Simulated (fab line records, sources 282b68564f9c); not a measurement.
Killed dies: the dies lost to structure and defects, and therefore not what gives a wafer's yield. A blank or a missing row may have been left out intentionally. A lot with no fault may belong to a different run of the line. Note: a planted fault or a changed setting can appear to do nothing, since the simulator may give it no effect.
Commonality check across tools | flow rit-cmos | Sample size 14 lots and 42 wafers

WHY THIS WAS OPENED
At RIT_GATE_THK_MEAS_09 the reading GATE_POLY_THK is flagged on 2 of 14 lots. Wafers without a fault read 243.3 nm, standard deviation 2.1.
Rule: a lot gets a flag if all its wafers with a number sit over 4 standard deviations from that mean, or if no wafer of it has a number. As for the other lots, they are considered sound.

lot  | measured    | on            | GATE_POLY_THK (nm), wafer by wafer | flag
L180 | day 2 13:37 | film-metro-04 | 244.0 245.0 245.1                  |
L181 | day 2 15:59 | film-metro-01 | 240.5 241.7 240.2                  |
L184 | day 3 07:57 | film-metro-01 | 246.0 246.0 245.4                  |
L185 | day 3 14:35 | film-metro-03 | 243.3 245.1 244.1                  |
L186 | day 3 19:08 | film-metro-01 | 240.7 243.3 241.1                  |
L188 | day 4 04:19 | film-metro-01 | 238.8 240.5 240.6                  |
L190 | day 4 15:56 | film-metro-01 | 246.8 245.6 246.0                  |
L191 | day 4 18:47 | film-metro-04 | 242.8 241.9 244.6                  |
L192 | day 4 23:58 | film-metro-01 | 243.6 245.6 243.5                  |
L193 | day 5 05:53 | film-metro-04 | 244.3 246.9 244.3                  |
L194 | day 5 10:25 | film-metro-03 | 242.2 242.7 246.2                  |
L198 | day 6 06:52 | film-metro-01 | 120.4 119.9 119.1                  | FLAGGED
L202 | day 7 02:20 | film-metro-01 | 120.1 121.9 119.7                  | FLAGGED
L203 | day 7 06:40 | film-metro-03 | 242.3 239.6 239.2                  |
On average the flagged lots' numbers are 120.2 nm, which is -123.1 nm against the usual, or -59 standard deviations.

WHICH TOOL EACH LOT WENT THROUGH
The record holds 1 process step before the reading, out of a route of 202 steps. Each cell gives the tool, then ch followed by the chambers the sampled wafers passed through, then the start.
lot  | flag    | RIT_GATE_CVD_08
L180 |         | lpcvd-02 ch 0, day 2 11:10
L181 |         | lpcvd-01 ch 0, day 2 14:21
L184 |         | lpcvd-01 ch 1, day 3 06:18
L185 |         | lpcvd-02 ch 1, day 3 12:09
L186 |         | lpcvd-02 ch 0, day 3 16:42
L188 |         | lpcvd-01 ch 0, day 4 01:53
L190 |         | lpcvd-02 ch 0, day 4 13:31
L191 |         | lpcvd-02 ch 0, day 4 16:22
L192 |         | lpcvd-01 ch 1, day 4 22:20
L193 |         | lpcvd-02 ch 1, day 5 03:28
L194 |         | lpcvd-01 ch 0, day 5 07:58
L198 | FLAGGED | lpcvd-01 ch 0, day 6 05:14
L202 | FLAGGED | lpcvd-01 ch 0, day 7 00:41
L203 |         | lpcvd-02 ch 1, day 7 05:02
What the steps here do:
- RIT_GATE_CVD_08: deposits poly-Si from SiH4, target thk 250 nm, time 2157 s.
- RIT_GATE_THK_MEAS_09

FLAGGED AGAINST TOTAL, ONE TOOL AT A TIME (gauges that did the reading follow at the end)
step                 | tool          | lots run | flagged | share of the flagged lots | sound lots run after its first flagged lot
RIT_GATE_CVD_08      | lpcvd-01      | 7        | 2       | all                       | 0
RIT_GATE_CVD_08      | lpcvd-02      | 7        | 0       | none                      | -
RIT_GATE_THK_MEAS_09 | film-metro-01 | 8        | 2       | all                       | 0
RIT_GATE_THK_MEAS_09 | film-metro-03 | 3        | 0       | none                      | -
RIT_GATE_THK_MEAS_09 | film-metro-04 | 3        | 0       | none                      | -

WHAT THE TABLE ALLOWS
2 rows of the table ran every flagged lot: lpcvd-01 at RIT_GATE_CVD_08, film-metro-01 at RIT_GATE_THK_MEAS_09.
- lpcvd-01 at RIT_GATE_CVD_08 ran 7 lots, 2 of them flagged. A fault beginning between L194 (day 5 07:58), its last sound lot, and L198 (day 6 05:14), its first flagged one, fits the data. Its own readings lie more than 4 standard deviations out on every wafer of the flagged lots: sih4-flow-sccm.
- film-metro-01 at RIT_GATE_THK_MEAS_09 ran 8 lots, 2 of them flagged. A fault beginning between L192 (day 4 23:58), its last sound lot, and L198 (day 6 06:52), its first flagged one, fits the data.
A lot count leaves these 2 tools indistinguishable: every one of them fits a fault beginning at some hour. More lots, or a look at what each step does to the wafer, might.

WHAT THE SIMULATOR HAD INSERTED
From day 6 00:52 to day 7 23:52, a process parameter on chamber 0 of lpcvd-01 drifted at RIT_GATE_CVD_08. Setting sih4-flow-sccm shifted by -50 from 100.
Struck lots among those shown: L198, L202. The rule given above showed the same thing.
